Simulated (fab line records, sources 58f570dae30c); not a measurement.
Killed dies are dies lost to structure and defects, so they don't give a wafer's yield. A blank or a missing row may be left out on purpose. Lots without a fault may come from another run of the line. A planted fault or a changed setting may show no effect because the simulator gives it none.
Chamber matching | flow berkeley_cmos170 | UCB170_NWELL_ETCH_13 on rie_diel-04: 4 sister chambers
The step etches Si3N4 in CH3F/Ar/O2, stops on SiO2, target depth 246.4 nm, time 154 s. 4 wafers are shown with their chamber, then 7 later ones without.

WAFERS WITH THEIR CHAMBER
wafer  | chamber | throttle_valve_pct (%)
L467.6 | 2       | 7.90
L470.4 | 0       | 8.19
L471.1 | 1       | 8.24
L471.4 | 3       | 8.14

WAFERS WITHOUT THEIR CHAMBER
wafer  | throttle_valve_pct (%)
L471.5 | 8.13
L474.1 | 8.13
L474.5 | 7.89
L474.6 | 8.25
L481.2 | 8.25
L481.4 | 8.20
L481.5 | 7.89

WHICH CHAMBER EACH WENT THROUGH
wafer  | from the rows above | in truth
L471.5 | 3                   | 3
L474.1 | 3                   | 3
L474.5 | 2                   | 2
L474.6 | 1                   | 1
L481.2 | 1                   | 1
L481.4 | 0                   | 0
L481.5 | 2                   | 2
Placed correctly: 7 of 7. Can't be placed from these rows: 0. Placed wrongly: 0.
How it was worked out, from the rows above alone: a wafer's distance from a chamber is the root of the sum, over the readings, of the square of ((its reading less the chamber's mean) divided by the reading's scatter). The wafer belongs to the nearest chamber; if the next one is less than 2 further off, it can't be placed. A chamber's mean is the mean of its shown wafers. The scatter: with one shown wafer a chamber, the root of the mean of the squares of how far each hidden wafer lies from its nearest shown one.
